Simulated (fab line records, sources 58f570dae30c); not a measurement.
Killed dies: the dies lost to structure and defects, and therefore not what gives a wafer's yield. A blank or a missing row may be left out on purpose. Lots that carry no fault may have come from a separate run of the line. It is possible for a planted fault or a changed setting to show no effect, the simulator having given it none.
The tool behind it: which one? ; flow berkeley_cmos170 ; 45 wafers from 15 lots sampled at 6 of the route's 331 steps

WHAT EACH GAUGE READ, for each wafer
UCB170_FIELD_THK_MEAS_02. Usual: FIELD_OXIDE_THK gives 557 nm (standard deviation 9.9).
lot;measured;on;FIELD_OXIDE_THK (nm);flag
L648;day 4 23:57;film_metro-04;555 560 571;
L647;day 4 23:58;film_metro-01;574 559 559;
L649;day 5 06:58;film_metro-01;559 541 553;
L652;day 5 20:57;film_metro-04;562 564 567;
L653;day 6 01:38;film_metro-01;568 557 564;
L655;day 6 11:09;film_metro-03;561 564 568;
L658;day 7 01:27;film_metro-04;564 574 560;
L657;day 7 01:28;film_metro-03;564 566 560;
L659;day 7 15:06;film_metro-03;543 548 557;
L661;day 7 19:02;film_metro-04;567 573 580;
L666;day 8 18:44;film_metro-01;550 549 549;
L667;day 8 18:44;film_metro-03;564 559 570;
L668;day 9 01:48;film_metro-03;543 556 546;
L669;day 9 01:49;film_metro-01;563 567 564;
L670;day 9 05:45;film_metro-03;541 543 545;

UCB170_GATE_THK_MEAS_05. Usual: GATE_POLY_THK gives 213.3 nm (standard deviation 1.6).
lot;measured;on;GATE_POLY_THK (nm);flag
L648;day 6 11:28;film_metro-01;213.2 214.4 214.6;
L647;day 6 11:28;film_metro-03;213.1 216.2 215.3;
L649;day 6 14:03;film_metro-03;212.6 209.9 211.8;
L652;day 7 17:19;film_metro-02;215.0 214.0 214.1;
L653;day 7 14:58;film_metro-03;213.5 213.9 214.8;
L655;day 7 17:19;film_metro-03;213.0 213.9 213.4;
L658;day 8 12:34;film_metro-03;211.8 211.2 212.0;
L657;day 8 12:37;film_metro-02;210.8 211.2 212.1;
L659;day 9 04:02;film_metro-01;213.8 214.1 211.2;
L661;day 9 04:01;film_metro-03;214.8 212.2 213.0;
L666;day 9 23:07;film_metro-03;211.0 213.4 211.8;
L667;day 9 23:03;film_metro-03;212.5 212.1 212.7;
L668;day 10 15:44;film_metro-03;211.3 214.4 213.3;
L669;day 10 15:44;film_metro-01;214.2 216.2 215.0;
L670;day 10 17:07;film_metro-02;213.4 212.3 211.5;

UCB170_M3_RS_MEAS_02: the measuring method here is four-point-probe. Usual: M3_AL_RS gives 0.0321 ohm/sq (standard deviation 0.00033).
lot;measured;on;M3_AL_RS (ohm/sq);flag
L648;day 8 04:47;film_metro-04;0.0321 0.0321 0.0320;
L647;day 8 05:53;film_metro-01;0.0319 0.0322 0.0323;
L649;day 8 05:14;film_metro-01;0.0323 0.0325 0.0319;
L652;day 9 06:39;film_metro-04;0.0329 0.0328 0.0324;
L653;day 9 03:27;film_metro-01;0.0323 0.0322 0.0324;
L655;day 9 06:16;film_metro-04;0.0322 0.0321 0.0320;
L658;day 10 07:43;film_metro-01;0.0316 0.0316 0.0317;
L657;day 10 07:37;film_metro-02;0.0324 0.0324 0.0322;
L659;day 11 02:16;film_metro-04;0.0316 0.0317 0.0318;
L661;day 11 01:14;film_metro-01;0.0322 0.0323 0.0319;
L666;day 11 17:40;film_metro-01;- - -;OFF
L667;day 11 17:29;film_metro-01;- - -;OFF
L668;day 12 06:10;film_metro-04;- - -;OFF
L669;day 12 07:20;film_metro-04;0.0315 0.0318 0.0316;
L670;day 12 06:35;film_metro-01;0.0322 0.0318 0.0316;

UCB170_M3_THK_MEAS_03: measures by xrf. Usual: M3_AL_THK gives 909 nm (standard deviation 11).
lot;measured;on;M3_AL_THK (nm);flag
L648;day 8 04:54;film_metro-04;898 902 905;
L647;day 8 05:59;film_metro-01;909 902 903;
L649;day 8 05:21;film_metro-01;902 895 911;
L652;day 9 06:46;film_metro-04;885 890 899;
L653;day 9 03:32;film_metro-01;913 911 906;
L655;day 9 06:23;film_metro-04;905 905 911;
L658;day 10 07:50;film_metro-01;923 919 915;
L657;day 10 07:44;film_metro-02;912 912 920;
L659;day 11 02:21;film_metro-04;919 913 914;
L661;day 11 01:20;film_metro-01;908 905 919;
L666;day 11 17:46;film_metro-01;<0 <0 <0;OFF
L667;day 11 17:35;film_metro-01;<0 <0 <0;OFF
L668;day 12 06:16;film_metro-04;<1 <1 <1;OFF
L669;day 12 07:26;film_metro-04;909 913 913;
L670;day 12 06:42;film_metro-01;906 918 925;

TOOL THAT RAN EACH LOT (tool first, then ch and the chambers of the sampled wafers, then the start)
lot;UCB170_CONTACT_STRIP_19;UCB170_M3_SPUTTER_01
L648;plasma_asher-01 ch 0, day 7 12:41;pvd_sputter-01, day 8 04:41
L647;plasma_asher-03 ch 0,1, day 7 13:41;pvd_sputter-01, day 8 05:46
L649;plasma_asher-03 ch 0,1, day 7 12:57;pvd_sputter-04, day 8 05:08
L652;plasma_asher-01 ch 0,1, day 8 14:06;pvd_sputter-04, day 9 06:33
L653;plasma_asher-01 ch 0,1, day 8 11:59;pvd_sputter-01, day 9 03:18
L655;plasma_asher-03 ch 0,1, day 8 13:56;pvd_sputter-02, day 9 06:10
L658;plasma_asher-01 ch 0,1, day 9 09:39;pvd_sputter-02, day 10 07:38
L657;plasma_asher-01 ch 0,1, day 9 10:53;pvd_sputter-04, day 10 07:31
L659;plasma_asher-02 ch 0,1, day 10 09:45;pvd_sputter-01, day 11 02:07
L661;plasma_asher-02 ch 0,1, day 10 06:32;pvd_sputter-04, day 11 01:07
L666;plasma_asher-03 ch 0,1, day 10 21:23;pvd_sputter-02, day 11 17:14
L667;plasma_asher-02 ch 0,1, day 10 23:38;pvd_sputter-04, day 11 17:10
L668;plasma_asher-02 ch 0,1, day 11 16:05;pvd_sputter-02, day 12 06:04
L669;plasma_asher-02 ch 0,1, day 11 16:37;pvd_sputter-01, day 12 07:11
L670;plasma_asher-03 ch 0,1, day 11 17:52;pvd_sputter-04, day 12 06:30
- UCB170_CONTACT_STRIP_19: strips in O2.
- UCB170_M3_SPUTTER_01: material Al, target thk 900 nm, time 120 s.

AS READ BY THE TOOLS THEMSELVES (means over the sampled wafers that have a number; for cases with no such wafer, the mark the record gives instead)
UCB170_CONTACT_STRIP_19. Usual: drypump_motor_current_A 5.42 A, standard deviation 0.29; oes_product_au 0.725 a.u., standard deviation 0.0048.
lot;tool;drypump_motor_current_A (A);oes_product_au (a.u.);flag
L648;plasma_asher-01;5.17;0.722;
L647;plasma_asher-03;5.57;0.727;
L649;plasma_asher-03;5.54;0.721;
L652;plasma_asher-01;5.27;0.727;
L653;plasma_asher-01;5.30;0.722;
L655;plasma_asher-03;5.57;0.722;
L658;plasma_asher-01;5.42;0.730;
L657;plasma_asher-01;5.29;0.719;
L659;plasma_asher-02;5.48;0.724;
L661;plasma_asher-02;5.25;0.725;
L666;plasma_asher-03;5.53;0.727;
L667;plasma_asher-02;5.49;0.721;
L668;plasma_asher-02;5.46;0.722;
L669;plasma_asher-02;5.23;0.727;
L670;plasma_asher-03;5.53;0.726;

UCB170_M3_SPUTTER_01. Usual: cathode_dc_power_W 5999.9 W, standard deviation 1; chamber_pressure_pa 0.5000 Pa, standard deviation 0.0011; throttle_valve_pct 30.1 %, standard deviation 1.1.
lot;tool;cathode_dc_power_W (W);chamber_pressure_pa (Pa);throttle_valve_pct (%);flag
L648;pvd_sputter-01;6000.2;0.4993;29.5;
L647;pvd_sputter-01;6000.1;0.5006;30.5;
L649;pvd_sputter-04;6000.4;0.4994;30.6;
L652;pvd_sputter-04;5999.4;0.5005;31.0;
L653;pvd_sputter-01;5999.0;0.4989;29.7;
L655;pvd_sputter-02;6000.6;0.4989;30.7;
L658;pvd_sputter-02;5999.7;0.5020;31.5;
L657;pvd_sputter-04;5999.7;0.5002;30.1;
L659;pvd_sputter-01;6000.2;0.4987;30.5;
L661;pvd_sputter-04;6000.2;0.5001;29.8;
L666;pvd_sputter-02;-;-;-;OFF
L667;pvd_sputter-04;-;-;-;OFF
L668;pvd_sputter-02;-;-;-;OFF
L669;pvd_sputter-01;6000.3;0.5001;30.0;
L670;pvd_sputter-04;5999.9;0.4994;30.1;

THE ANSWER, worked out from the rows above alone
Rule: a lot counts as off when the mean over its wafers that have a number is more than 3 standard deviations away from the usual mean. A lot without any number at a reading at which 4 lots or more have one is off too. The other lots that the step has rows for count as sound. After the gauges, taken in route order, come the tools' own readings; for these a lot's mean is taken, as printed above. The first step at which some lot is off is used, and at that step the reading that is off furthest; a lot without a number counts as furthest.
Off: L666, L667, L668, seen at UCB170_M3_RS_MEAS_02 (M3_AL_RS). Without a number there: L666, L667, L668.
A tool fits if, at a process step before that reading, it ran every lot that is off, and no sound lot after the first of them. Not tried: the gauges at UCB170_M3_RS_MEAS_02; whatever is off there is also off at UCB170_M3_SPUTTER_01, on other tools, and gauge error can't account for it. None of those tried fits.

WHAT THE SIMULATOR HAD INSERTED
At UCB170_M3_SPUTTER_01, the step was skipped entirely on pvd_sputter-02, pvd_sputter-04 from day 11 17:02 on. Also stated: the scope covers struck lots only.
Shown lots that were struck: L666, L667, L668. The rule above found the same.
